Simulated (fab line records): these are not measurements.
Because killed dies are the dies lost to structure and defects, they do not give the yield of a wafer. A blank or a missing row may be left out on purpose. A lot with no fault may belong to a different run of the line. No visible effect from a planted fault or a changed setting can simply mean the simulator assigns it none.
Split-lot trial + flow berkeley cmos170 + on a route of 331 steps: 5 lots, 23 wafers read

## ON THE SPLIT
At UCB170_NVT_COAT_01 (resist thk 900 nm), the setting spin rpm was moved away from the recipe's 1500 rpm on 9 of the 23 wafers read, by +3.8% to +6.5%. This setting was run at the recipe's value on the other wafers.

The reading is taken at the split's own step.

## THE READING
KrF_of_NVT_COAT_01.thk nm (the simulator's own value, which no gauge read), in nm, at UCB170_NVT_COAT_01 (resist thk 900 nm). No usual value for it is given in the file. Here, 14 wafers ran the recipe; their average is 900.1 nm with a standard deviation of 2.4 nm.

| wafer  | tool, chamber at the split | spin rpm as run, rpm | against the recipe | KrF_of_NVT_COAT_01.thk nm, nm | against lot-mates on the recipe |
|--------|----------------------------|----------------------|--------------------|-------------------------------|---------------------------------|
| L074.2 | litho track-01, 0          | 1500                 | recipe             | 896                           | -                               |
| L074.3 | litho track-01, 0          | 1500                 | recipe             | 896.2                         | -                               |
| L074.4 | litho track-01, 0          | 1500                 | recipe             | 897.6                         | -                               |
| L074.5 | litho track-01, 0          | 1572                 | +4.8%              | 876.3                         | -20.3                           |
| L074.6 | litho track-01, 0          | 1572                 | +4.8%              | 874.8                         | -21.8                           |
| L077.1 | litho track-02, 0          | 1500                 | recipe             | 899.9                         | -                               |
| L077.6 | litho track-02, 0          | 1500                 | recipe             | 899.9                         | -                               |
| L077.3 | litho track-02, 0          | 1500                 | recipe             | 897.6                         | -                               |
| L082.1 | litho track-02, 0          | 1597                 | +6.5%              | 872.8                         | -27.8                           |
| L082.2 | litho track-02, 0          | 1597                 | +6.5%              | 871.6                         | -29.0                           |
| L082.3 | litho track-02, 0          | 1500                 | recipe             | 900.3                         | -                               |
| L082.5 | litho track-02, 0          | 1500                 | recipe             | 901.8                         | -                               |
| L082.6 | litho track-02, 0          | 1500                 | recipe             | 899.8                         | -                               |
| L084.1 | litho track-04, 0          | 1500                 | recipe             | 901.6                         | -                               |
| L084.3 | litho track-04, 0          | 1557                 | +3.8%              | 883.7                         | -18.9                           |
| L084.4 | litho track-04, 0          | 1557                 | +3.8%              | 883.6                         | -19.0                           |
| L084.5 | litho track-04, 0          | 1557                 | +3.8%              | 883                           | -19.6                           |
| L084.6 | litho track-04, 0          | 1500                 | recipe             | 903.6                         | -                               |
| L085.1 | litho track-04, 0          | 1563                 | +4.2%              | 885.4                         | -17.2                           |
| L085.2 | litho track-04, 0          | 1500                 | recipe             | 901.7                         | -                               |
| L085.3 | litho track-04, 0          | 1500                 | recipe             | 902.3                         | -                               |
| L085.5 | litho track-04, 0          | 1563                 | +4.2%              | 881.5                         | -21.1                           |
| L085.6 | litho track-04, 0          | 1500                 | recipe             | 903.8                         | -                               |

FIT RESULTS
A straight line over all 23 wafers: KrF_of_NVT_COAT_01.thk nm changes by -4.46 nm for each +1% of spin rpm; r = -0.98; the points scatter about the line by 2.4 nm.
The same after taking each lot's own level away (the mean of its wafers on the recipe; 23 wafers): -4.53 nm for each +1%; r = -0.99; scatter 1.3 nm.
The reading moves by 29 nm for the largest change in spin rpm, on that fit.
Across the lots, their own levels run from 896.60 to 902.60 nm, a range of 2.5 times the standard deviation given above.
The two slopes are in agreement: the lot-to-lot level therefore moves the slope only a little.
Check: -29.8 nm against its lot-mates is what the line predicts for one of the wafers moved furthest among these (+6.5%) when that wafer is left out of the fit. It came out at -27.8 nm against them.

## ADDITIONAL SPLITS CARRIED BY THESE WAFERS
These wafers also went through other splits before the reading. Each is held against what the fit with the lots' levels taken away leaves over:
| other split on the same wafers       | wafers away from the commonest value | r with KrF_of_NVT_COAT_01.thk nm (lot level and that fit taken away) |
|--------------------------------------|--------------------------------------|----------------------------------------------------------------------|
| UCB170_ZERO_COAT_01 resist thk nm    | 6                                    | +0.21                                                                |
| UCB170_ZERO_ETCH_06 over etch frac   | 9                                    | +0.04                                                                |
| UCB170_PWELL_CVD_05 time s           | 15                                   | +0.06                                                                |
| UCB170_PWELL_ETCH_14 time s          | 9                                    | -0.15                                                                |
| UCB170_ACTIVE_OXIDATION_02 ox time s | 18                                   | -0.40                                                                |

## THE WHOLE CHAIN: every reading that the file lists as answering this split, in the file's order
| step                | what it does      | reading                                                                    | change (the file's fit)              | r (the file's) |
|---------------------|-------------------|----------------------------------------------------------------------------|--------------------------------------|----------------|
| UCB170_NVT_COAT_01  | resist thk 900 nm | KrF_of_NVT_COAT_01.thk nm (the simulator's own value, which no gauge read) | -4.52 nm for each +1% of the setting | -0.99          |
| UCB170_NVT_STRIP_08 | strips in O2      | strip time to endpoint s                                                   | withheld for each +1% of the setting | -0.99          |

## FILE'S OWN FIT
KrF_of_NVT_COAT_01.thk nm changes by -4.52 nm for each +1% of spin rpm, r = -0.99.
